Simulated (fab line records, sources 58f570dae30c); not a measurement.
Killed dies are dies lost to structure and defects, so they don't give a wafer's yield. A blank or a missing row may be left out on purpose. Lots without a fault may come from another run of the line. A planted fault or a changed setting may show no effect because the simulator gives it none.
Problem report in the 8D (eight disciplines) form, filled by code | flow berkeley_cmos170 | the parts of the form that need people (team, actions taken, sign-off) are left out

1. THE PROBLEM
SILICIDE_TI_RS at UCB170_SILICIDE_RS_MEAS_02 reads a mean of 17.9 ohm/sq on 3 wafers of 2 lots; wafers without a fault read 26.2 ohm/sq with a standard deviation of 0.4. That is -21 standard deviations from the usual mean.
The step: measures by four-point-probe.
First seen on wafer L835.1, day 9 06:25, on film_metro-01. The record holds 18 wafers of 6 lots with a number at this step. Rule for "out", or "out of limits": more than 4 standard deviations from the usual mean. The other wafers with a number count as sound.

2. WHAT IT IS AND WHAT IT IS NOT
question                    | is                           | is not
which readings at this step | SILICIDE_TI_RS               | -
which lots                  | L835, L838                   | L827, L828, L837, L845
which wafers of those lots  | L835.1, L838.2, L838.5       | L835.2, L835.5, L838.6
read on which gauges        | film_metro-01, film_metro-02 | film_metro-03
when                        | from day 9 06:25             | up to then (8 sound wafers); but 7 sound wafers of L837, L838, L845 came after

3. SUSPECTS, AND WHAT RULES EACH OUT
Counting: a tool at a process step up to the reading stays a suspect if it ran every lot that is out. Sound lots after the first of them don't rule it out here, since some wafers of a struck lot are sound.
- the gauge at UCB170_SILICIDE_RS_MEAS_02: ruled out. The wafers that are out were read on 2 gauges (film_metro-01, film_metro-02).
- pvd_sputter-04 at UCB170_SILICIDE_SPUTTER_01 (material Ti, target thk 30 nm, time 25 s): kept. It ran every lot that is out, first L835 (day 9 06:23); its last sound lot up to then is L828 (day 6 23:53). Its own readings are out on those wafers: cathode_dc_power_W.
Left after counting: pvd_sputter-04 at UCB170_SILICIDE_SPUTTER_01.

4. THE CAUSE (what the simulator had put in)
Process parameter drift: pvd_sputter-04, from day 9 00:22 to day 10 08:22, at UCB170_SILICIDE_SPUTTER_01. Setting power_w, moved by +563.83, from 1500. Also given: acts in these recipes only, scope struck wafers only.
Counting left only this tool.

5. THE CHAIN OF EFFECTS, in route order
Each row: a reading whose mean over the struck wafers that have a number lies more than 3 standard deviations from the usual. Only readings for which the record gives a usual standard deviation are gone through. hours: the time from each lot's start at the first step in this table that gives one to its start at this step, as a median over the lots. sigmas: the change in usual standard deviations.
hours | step                        | reading            | usual       | on struck wafers | change | sigmas
0     | UCB170_SILICIDE_SPUTTER_01  | cathode_dc_power_W | 1500.0 W    | 2063.6           | +563.6 | +99 or more
0     | UCB170_SILICIDE_RS_MEAS_02  | SILICIDE_TI_RS     | 26.2 ohm/sq | 17.9             | -8.3   | -21
0     | UCB170_SILICIDE_THK_MEAS_03 | SILICIDE_TI_THK    | 29.9 nm     | 41.4             | +11.5  | +26
The process steps in it:
- UCB170_SILICIDE_SPUTTER_01: material Ti, target thk 30 nm, time 25 s.

6. WHAT WOULD HAVE CAUGHT IT SOONER
In this record the first reading out of limits at a measuring or inspecting step was taken at day 9 06:25, 6 hours after the fault began at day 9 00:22.
The tool's own readings at UCB170_SILICIDE_SPUTTER_01 were out on every struck wafer that the step has a row for (cathode_dc_power_W): an alarm limit on them would have fired on the first of those.
Of the lots that are out (2), L838 began UCB170_SILICIDE_SPUTTER_01 on pvd_sputter-04 after day 9 06:25. A hold on the tool at that time would have spared it.
